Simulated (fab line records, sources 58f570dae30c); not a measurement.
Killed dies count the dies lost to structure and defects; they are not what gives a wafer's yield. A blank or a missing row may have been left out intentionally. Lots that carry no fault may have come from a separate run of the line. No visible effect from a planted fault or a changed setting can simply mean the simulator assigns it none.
One fault seen from 2 desks	flow berkeley-cmos170	each desk has only its own numbers; what lay behind them comes last

## AT THE METROLOGY DESK
What the gauges read, lot by lot, whatever tool the lot ran on: means of the sampled wafers that have a number. Any lot whose mean is over 4 standard deviations away from the usual mean is out of limits and marked OUT; that distance is given in the brackets.
Columns: A = PSD_RS at UCB170_SDANNEAL_RS_MEAS_02, usual 75.70 ohm/sq; B = NSD_RS at UCB170_SDANNEAL_RS_MEAS_03, usual 37.26 ohm/sq; C = PLDD_RS at UCB170_SDANNEAL_RS_MEAS_04, usual 1039.0 ohm/sq; D = NLDD_RS at UCB170_SDANNEAL_RS_MEAS_05, usual 616.2 ohm/sq; E = SILICIDE_TI_RS at UCB170_SILICIDE_RS_MEAS_02, usual 26.0 ohm/sq; F = SILICIDE_TI_THK at UCB170_SILICIDE_THK_MEAS_03, usual 30.6 nm
lot	first seen here	A	B	C	D	E	F
L814	day 7 20:11	75.96	37.24	1037.8	617.0	26.2	30.4
L819	day 8 04:14	75.69	37.22	1038.4	615.5	26.5	30.0
L817	day 8 04:19	75.43	37.33	1039.4	614.4	28.0 (+6.0) OUT	28.7 (-5.1) OUT
L820	day 8 19:17	75.73	37.41	1037.7	617.0	27.0	29.6
L830	day 10 20:50	75.98	37.10	1038.3	615.8	26.2	30.7
L835	day 12 05:35	75.69	37.35	1036.8	616.6	26.5	30.3
Finding of this desk: L817 out of limits, first seen on L817 at day 8 04:54 (SILICIDE_TI_RS at UCB170_SILICIDE_RS_MEAS_02). Within limits: L814, L819, L820, L830, L835.

## AT THE TOOL OWNER'S DESK: pvd-sputter-02
The tool's own readings at UCB170_SILICIDE_SPUTTER_01 (material Ti, target thk 30 nm, time 25 s): means of the sampled wafers that have a number, for each lot that ran on this tool. Any lot whose mean is over 4 standard deviations away from the usual mean is out of limits and marked OUT; that distance is given in the brackets.
Columns: A = cathode-dc-power-W at UCB170_SILICIDE_SPUTTER_01, usual 1500.0 W; B = throttle-valve-pct at UCB170_SILICIDE_SPUTTER_01, usual 29.8 %
lot	first seen here	A	B
L817	day 8 04:51	1409.4 (-99 or more) OUT	27.8
L820	day 8 19:47	1454.6 (-99 or more) OUT	28.4
L835	day 12 06:07	1500.1	29.7
This desk finds L817, L820 out of limits, L817 being first, at day 8 04:51 (cathode-dc-power-W at UCB170_SILICIDE_SPUTTER_01). Within limits: L835.

## ALL TOGETHER
The tool owner's desk could have raised an alarm at day 8 04:51, on L817, L820.
Metrology desk: alarm possible at day 8 04:54 on L817.
The metrology desk has L820 on record, within its limits.
The lots listed all ran UCB170_SILICIDE_SPUTTER_01 on pvd-sputter-02.

## WHAT WAS PUT IN BY THE SIMULATOR
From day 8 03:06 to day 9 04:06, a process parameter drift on pvd-sputter-02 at UCB170_SILICIDE_SPUTTER_01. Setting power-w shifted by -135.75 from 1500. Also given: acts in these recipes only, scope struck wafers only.
Struck lots among those shown: L817, L820.
Time in hours from fault onset to the first out-of-limits reading at each desk: tool owner's desk 2, metrology desk 2.
